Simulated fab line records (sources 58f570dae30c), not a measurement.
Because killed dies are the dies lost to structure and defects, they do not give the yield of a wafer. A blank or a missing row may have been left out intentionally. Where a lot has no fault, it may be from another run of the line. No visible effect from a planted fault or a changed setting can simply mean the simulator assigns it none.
A single fault, viewed from 2 desks || flow berkeley-cmos170 || every desk sees just its own numbers, and what lay behind them comes last

METROLOGY DESK
Means of the sampled wafers that have a number, per lot and without regard to the tool the lot ran on: this is what the gauges read. If a lot's mean is further than 4 standard deviations from the usual mean, the lot is out of limits and carries the mark OUT (the distance appears in the brackets).
Columns: A = M3_AL_RS at UCB170_M3_RS_MEAS_02, usual 0.0322 ohm/sq; B = M3_AL_THK at UCB170_M3_THK_MEAS_03, usual 912 nm
{"lot": "L643", "first seen here": "day 8 18:13", "A": 0.0321, "B": 919}
{"lot": "L642", "first seen here": "day 8 19:20", "A": 0.0323, "B": 910}
{"lot": "L646", "first seen here": "day 9 07:24", "A": 0.0323, "B": 902}
{"lot": "L647", "first seen here": "day 9 07:41", "A": 0.0321, "B": 920}
{"lot": "L645", "first seen here": "day 9 11:59", "A": 0.0321, "B": 918}
{"lot": "L650", "first seen here": "day 10 05:31", "A": 0.0320, "B": 916}
{"lot": "L649", "first seen here": "day 10 08:13", "A": 0.0321, "B": 914}
{"lot": "L651", "first seen here": "day 10 08:50", "A": 0.0320, "B": 911}
{"lot": "L648", "first seen here": "day 10 10:11", "A": 0.0319, "B": 922}
{"lot": "L654", "first seen here": "day 10 13:10", "A": 0.0325, "B": 903}
{"lot": "L655", "first seen here": "day 11 09:18", "A": "0.0793 (+99 or more) OUT", "B": "500 (-37) OUT"}
{"lot": "L663", "first seen here": "day 13 07:59", "A": 0.0321, "B": 921}
{"lot": "L665", "first seen here": "day 13 13:51", "A": 0.0320, "B": 919}
This desk finds L655 out of limits, with the earliest case on L655 at day 11 09:18 (M3_AL_RS at UCB170_M3_RS_MEAS_02). L643, L642, L646, L647, L645, L650, L649, L651, L648, L654, L663, L665 stayed within limits.

TOOL OWNER'S DESK, pvd-sputter-01
The tool's own readings at UCB170_M3_SPUTTER_01 (material Al, target thk 900 nm, time 120 s): means of the sampled wafers that have a number, for each lot that ran on this tool. If a lot's mean is further than 4 standard deviations from the usual mean, the lot is out of limits and carries the mark OUT (the distance appears in the brackets).
Columns: A = throttle-valve-pct at UCB170_M3_SPUTTER_01, usual 29.2 %
{"lot": "L642", "first seen here": "day 8 19:15", "A": 28.5}
{"lot": "L646", "first seen here": "day 9 07:19", "A": 29.6}
{"lot": "L645", "first seen here": "day 9 11:54", "A": 29.4}
{"lot": "L650", "first seen here": "day 10 05:25", "A": 28.3}
{"lot": "L651", "first seen here": "day 10 08:45", "A": 29.4}
{"lot": "L655", "first seen here": "day 11 09:12", "A": 29.3}
This desk's finding: nothing out of limits on any of the 6 lots.

TAKEN TOGETHER
On L655, the metrology desk was in a position to raise an alarm at day 11 09:18.
The tool owner's desk saw nothing out of limits.
The tool owner's desk has L655 on record, within its limits.
Of the lots named, all ran UCB170_M3_SPUTTER_01 on pvd-sputter-01.

WHAT WAS PUT IN BY THE SIMULATOR
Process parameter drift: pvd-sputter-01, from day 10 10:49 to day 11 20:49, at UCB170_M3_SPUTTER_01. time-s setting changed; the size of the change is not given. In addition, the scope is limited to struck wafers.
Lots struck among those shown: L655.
Hours from the fault's start to each desk's first reading out of limits: the metrology desk, 22.
